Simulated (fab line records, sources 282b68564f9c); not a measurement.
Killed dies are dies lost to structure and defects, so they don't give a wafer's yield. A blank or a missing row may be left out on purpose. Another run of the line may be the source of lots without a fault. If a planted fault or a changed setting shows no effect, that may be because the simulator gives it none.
fab line records    flow ritCmos
record: lots: 6  wafers: 18  lastDay: 6
route steps=202 shown NLDD@105 PLDD@114 M1@202
lots untouched by any fault: they come from a run of this same line in which no faults occurred
startH: hours from the record's first day to the start of the lot's first wafer shown    waitH: hours elapsed since this lot's preceding step    " repeats the value in the row above    L1.1+2: several wafers, shown together as one row    - no value, or no start was given    * or withheld: withheld    < > ~ a bound
route shown NAME@n: a module of which the file shows steps, and the number in the route of the first    usual: mean and standard deviation over wafers with no fault    same: alike in all rows    chamber/n: place in a boat    sites: per-site readings    _std_site: the standard deviation of these    _edge_site: the outer-site mean with the inner-site mean subtracted    radiusMm: for every site, how far away it sits from the centre of the wafer    mask NAME#n: copy n    behind: tool/chamber where the wafer was last shaped    hold: reason for holding the lot/hours on hold/outcome of the hold    device: whichever transistor did not switch (one of n, p or np)    end of line: tests run on the same wafers once the route is complete    for a step that has no rows: nothing shown but its recipe    killed: at the first sort, the dies lost to defects and structure; wafer yield is something else    map: shows each die of a wafer: x if killed, . if not, _ if none is there
set.NAME: the setting that was run; set.NAME@STEP: the one run at that earlier step    model.NAME: the simulator's own value behind a step, which no gauge read
lots at selected steps of the route; one table per step, one row per wafer
services: from which hour (startH, from the record's first day; less than 0 if before it) a tool's chamber was out of use, for how many hours, and why
== steps ==
step: RIT_NLDD_SOFTBAKE_02
recipe: resist: NOVOLAK  tempC: 90  timeS: 60
step: RIT_NLDD_EXPOSE_03
recipe: maskId: M7  na: 0.57  targetCdNm: 40700  doseMj: 250
step: RIT_NLDD_PEB_04
recipe: resist: NOVOLAK  tempC: withheld  timeS: withheld
step: RIT_NLDD_DEVELOP_05
recipe: resist: NOVOLAK  developTimeS: 47.73  devTempC: 23
step: RIT_NLDD_OVL_MEAS_06
usual: NLDD_OVL: -1.9/1.6
lot.wafer  tool        chamber  startH  waitH  NLDD_OVL[nm]
L564.4     overlay-02  -        71.47   -      0.0
L564.5     "           -        "       "      -1.6
L564.6     "           -        "       "      -1.7
L565.2     overlay-02  -        76.13   -      -1.3
L565.4     "           -        "       "      -1.3
L565.6     "           -        "       "      -1.5
L567.1     overlay-02  -        87.24   -      0.5
L567.4     "           -        "       "      0.1
L567.5     "           -        "       "      1.5
L569.1     overlay-02  -        95.69   -      -3.7
L569.4     "           -        "       "      -1.0
L569.6     "           -        "       "      -3.4
L572.4     overlay-02  -        112.35  -      -1.4
L572.5     "           -        "       "      -2.2
L572.6     "           -        "       "      -3.0
L575.2     overlay-01  -        128.87  -      -2.8
L575.5     "           -        "       "      -3.5
L575.6     "           -        "       "      -2.8
step: RIT_NLDD_HARDBAKE_07
recipe: resist: NOVOLAK  tempC: 140  timeS: 60
step: RIT_NLDD_IMPLANT_08
recipe: species: P  energyKev: 20  doseCm2: 5e+14  tiltDeg: 7
step: RIT_NLDD_STRIP_09
recipe: chemistry: O2  timeS: 180  resist: NOVOLAK  platenTempC: withheld  powerW: 500  pressureMtorr: 4000  o2FlowSccm: 4000
usual: drypumpMotorCurrentA: 5.5/0.45
same: timeS: 180
lot.wafer  tool            chamber  startH  waitH  drypumpMotorCurrentA  rfHoursCounterH
L564.4     plasmaAsher-02  1        71.85   0.1    5.7                   -
L564.5     "               0        "       "      5.6                   -
L564.6     "               1        "       "      5.7                   -
L565.2     plasmaAsher-02  0        76.55   0.1    5.6                   28
L565.4     "               0        "       "      5.6                   -
L565.6     "               1        "       "      5.7                   -
L567.1     plasmaAsher-01  0        87.58   0.1    5.1                   46
L567.4     "               0        "       "      5.1                   -
L567.5     "               1        "       "      5.9                   -
L569.1     plasmaAsher-02  1        96.03   0.1    5.7                   29
L569.4     "               0        "       "      5.6                   -
L569.6     "               0        "       "      5.6                   -
L572.4     plasmaAsher-01  1        112.72  0.1    5.9                   -
L572.5     "               0        "       "      5.1                   -
L572.6     "               1        "       "      5.9                   -
L575.2     plasmaAsher-04  0        129.20  0.1    5.0                   50
L575.5     "               1        "       "      6.1                   -
L575.6     "               0        "       "      5.0                   -
step: RIT_NLDD_TW_MEAS_10
usual: NLDD_TW: 2503/19
lot.wafer  tool          chamber  startH  waitH  NLDD_TW
L564.4     filmMetro-02  -        72.00   0.1    2498
L564.5     "             -        "       "      2490
L564.6     "             -        "       "      2502
L565.2     filmMetro-01  -        76.73   0.1    2519
L565.4     "             -        "       "      2524
L565.6     "             -        "       "      2527
L567.1     filmMetro-01  -        87.76   0.1    2532
L567.4     "             -        "       "      2535
L567.5     "             -        "       "      2535
L569.1     filmMetro-02  -        96.20   0.1    2477
L569.4     "             -        "       "      2497
L569.6     "             -        "       "      2482
L572.4     filmMetro-02  -        112.87  0.1    2481
L572.5     "             -        "       "      2490
L572.6     "             -        "       "      2482
L575.2     filmMetro-01  -        129.38  0.1    2518
L575.5     "             -        "       "      2509
L575.6     "             -        "       "      2527
step: RIT_PLDD_HMDS_00
recipe: primeTimeS: 60  primeTempC: 140
step: RIT_PLDD_COAT_01
recipe: resist: NOVOLAK  spinRpm: 3250  resistThkNm: 1000
step: RIT_PLDD_SOFTBAKE_02
recipe: resist: NOVOLAK  tempC: 90  timeS: 60
step: RIT_PLDD_EXPOSE_03
recipe: maskId: M8  na: 0.57  targetCdNm: 40900  doseMj: 250
lot.wafer   tool             chamber  startH  waitH  mask  model.PLDD.overlayXNm
L564.4+5+6  ilineStepper-02  0        72.66   0.2    M8#0  0.4141
L565.2+4+6  ilineStepper-01  0        77.38   0.2    M8#0  1.043
L567.1+4+5  ilineStepper-02  0        88.27   0.1    M8#0  1.407
L569.1+4+6  ilineStepper-01  0        96.84   0.2    M8#0  -149.7
L572.4+5+6  ilineStepper-01  0        113.53  0.2    M8#0  -149.9
L575.2+5+6  ilineStepper-02  0        130.00  0.1    M8#0  -0.8536
step: RIT_PLDD_PEB_04
recipe: resist: NOVOLAK  tempC: withheld  timeS: withheld
step: RIT_PLDD_DEVELOP_05
recipe: resist: NOVOLAK  developTimeS: 50  devTempC: 23
step: RIT_PLDD_OVL_MEAS_06
usual: PLDD_OVL: -1.3/1.4
lot.wafer  tool        chamber  startH  waitH  PLDD_OVL[nm]
L564.4     overlay-02  -        73.02   -      -0.3
L564.5     "           -        "       "      -0.2
L564.6     "           -        "       "      -0.9
L565.2     overlay-01  -        77.76   -      -0.5
L565.4     "           -        "       "      -0.7
L565.6     "           -        "       "      0.4
L567.1     overlay-02  -        88.71   -      -0.1
L567.4     "           -        "       "      1.2
L567.5     "           -        "       "      -0.6
L569.1     overlay-01  -        97.24   -      -151.8
L569.4     "           -        "       "      -152.4
L569.6     "           -        "       "      -153.6
L572.4     overlay-02  -        113.89  -      -148.8
L572.5     "           -        "       "      -148.4
L572.6     "           -        "       "      -150.4
L575.2     overlay-02  -        130.51  -      -3.8
L575.5     "           -        "       "      0.5
L575.6     "           -        "       "      -2.0
step: RIT_PLDD_HARDBAKE_07
recipe: resist: NOVOLAK  tempC: 140  timeS: 60
step: RIT_M1_PROBE_99
usual: killedAtContacts: 0.1/0.24  killedAtFrontEnd: 6.7/2.9  killedDies: 6.8/2.9  killedOpen: 3.5/1.8  killedShort: 3.3/2.1
same: grossDies: 264  killed_at_M0_to_M3: 0  killed_at_M4_up: 0  killedAtBackSide: 0  killedAtOther: 0
lot.wafer  tool       chamber  startH  waitH  killedAtContacts  killedAtFrontEnd  killedDies  killedOpen  killedShort  model.etest.pldd.widthNm
L564.4     prober-02  -        87.40   0.2    0                 4                 4           3           1            3208
L564.5     prober-02  -        87.45   0.2    0                 6                 6           2           4            3200
L564.6     prober-02  -        87.50   0.2    0                 6                 6           2           4            3187
L565.2     prober-01  -        92.12   0.1    0                 6                 6           3           3            3211
L565.4     prober-01  -        92.22   0.2    0                 4                 4           3           1            3181
L565.6     prober-01  -        92.32   0.2    0                 6                 6           3           3            3179
L567.1     prober-01  -        102.89  0.1    0                 4                 4           2           2            3157
L567.4     prober-01  -        103.04  0.2    0                 6                 6           5           1            3181
L567.5     prober-01  -        103.09  0.2    0                 7                 7           3           4            3185
L569.1     prober-01  -        112.10  0.1    0                 9                 9           4           5            3095
L569.4     prober-01  -        112.25  0.2    1                 8                 9           2           7            3124
L569.6     prober-01  -        112.35  0.2    0                 6                 6           2           4            3129
L572.4     prober-02  -        129.35  0.2    0                 5                 5           2           3            3127
L572.5     prober-02  -        129.40  0.2    0                 9                 9           6           3            3114
L572.6     prober-02  -        129.45  0.2    0                 1                 1           0           1            3111
L575.2     prober-01  -        145.16  0.1    0                 4                 4           3           1            3196
L575.5     prober-01  -        145.31  0.2    0                 7                 7           4           3            3196
L575.6     prober-01  -        145.36  0.2    0                 11                11          3           8            3175
killed by level:class
L564.4 FOX2:geometricParticle:open=1 GATE:geometricParticle:short=1 SPACER:geometricParticle:open=1 SILICIDE:geometricParticle:open=1
L564.5 FOX1:geometricParticle:short=1 FOX2:geometricParticle:open=1 GATE:geometricParticle:short=1 GATE:geometricParticle:open=1 REOX:geometricParticle:short=1 SILICIDE:geometricParticle:short=1
L564.6 REOX:geometricParticle:short=2 GATE:geometricParticle:open=1 GATE:geometricParticle:short=1 REOX:geometricParticle:open=1 SILICIDE:geometricParticle:short=1
L565.2 SPACER:geometricParticle:short=2 GATE:geometricParticle:short=1 GATE:geometricParticle:open=1 REOX:geometricParticle:open=1 SPACER:geometricParticle:open=1
L565.4 GATE:geometricParticle:open=2 FOX1:geometricParticle:short=1 SILICIDE:geometricParticle:open=1
L565.6 SILICIDE:geometricParticle:short=2 FOX1:geometricParticle:open=1 FOX2:geometricParticle:short=1 GATE:geometricParticle:open=1 SILICIDE:geometricParticle:open=1
L567.1 GATE:geometricParticle:short=2 GATE:geometricParticle:open=1 REOX:geometricParticle:open=1
L567.4 FOX1:geometricParticle:open=2 GATE:geometricParticle:open=2 FOX1:geometricParticle:short=1 FOX2:geometricParticle:open=1
L567.5 GATE:geometricParticle:short=4 FOX1:geometricParticle:open=1 GATE:geometricParticle:open=1 SPACER:geometricParticle:open=1
L569.1 GATE:geometricParticle:open=2 REOX:geometricParticle:open=2 REOX:geometricParticle:short=2 SPACER:geometricParticle:short=2 GATE:geometricParticle:short=1
L569.4 GATE:geometricParticle:short=6 FOX1:geometricParticle:open=1 GATE:geometricParticle:open=1 CONTACT:geometricParticle:short=1
L569.6 GATE:geometricParticle:short=3 GATE:geometricParticle:open=1 REOX:geometricParticle:open=1 REOX:geometricParticle:short=1
L572.4 GATE:geometricParticle:short=2 FOX1:geometricParticle:open=1 REOX:geometricParticle:short=1 REOX:geometricParticle:open=1
L572.5 GATE:geometricParticle:short=2 GATE:geometricParticle:open=2 SPACER:geometricParticle:open=2 REOX:geometricParticle:short=1 REOX:geometricParticle:open=1 SILICIDE:geometricParticle:open=1
L572.6 GATE:geometricParticle:short=1
L575.2 GATE:geometricParticle:open=1 SPACER:geometricParticle:short=1 SPACER:geometricParticle:open=1 SILICIDE:geometricParticle:open=1
L575.5 GATE:geometricParticle:short=2 GATE:geometricParticle:open=2 FOX1:geometricParticle:open=1 REOX:geometricParticle:short=1 SPACER:geometricParticle:open=1
L575.6 SPACER:geometricParticle:short=5 GATE:geometricParticle:open=3 GATE:geometricParticle:short=2 SILICIDE:geometricParticle:short=1
== services ==
tool             chamber  startH  hours  kind
ilineStepper-02  -        63.48   0.7    repair
plasmaAsher-02   -        86.70   8.5    repair
ilineStepper-01  0        96.05   -      calibration
plasmaAsher-02   -        108.22  1.9    repair
ilineStepper-02  -        108.39  1.7    pm
plasmaAsher-01   -        115.41  1.7    repair
plasmaAsher-04   -        119.81  1.1    repair
== key ==
firstSign: step: RIT_PLDD_OVL_MEAS_06  reading: PLDD_OVL  direction: down  sigmas: 99+  usual: -1.3  struck: -150.9
effect none on later readings
modelEffect: step: RIT_PLDD_EXPOSE_03  value: PLDD.overlayXNm  without: 0.212  struck: -149.8
modelEffect: step: RIT_M1_PROBE_99  value: etest.pldd.widthNm  without: 3198  struck: 3117
metAt RIT_PLDD_EXPOSE_03
struckWafers L569.1,L569.4,L569.6,L572.4,L572.5,L572.6
testerLeftOut L569,L572
onsetBetween 77.38 96.84
fault: kind: scannerMatchingOverlay  tool: ilineStepper-01  chamber: -  onsetH: 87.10  steps: RIT_PLDD_EXPOSE_03  offset: -150
testerLeftOut: of these lots the tester's yield and bins aren't shown, on N5 and GAA mostly nor the transistor test; their killed dies are dies lost to structure and defects alone, not to doping, threshold or leakage, so they don't give the yield
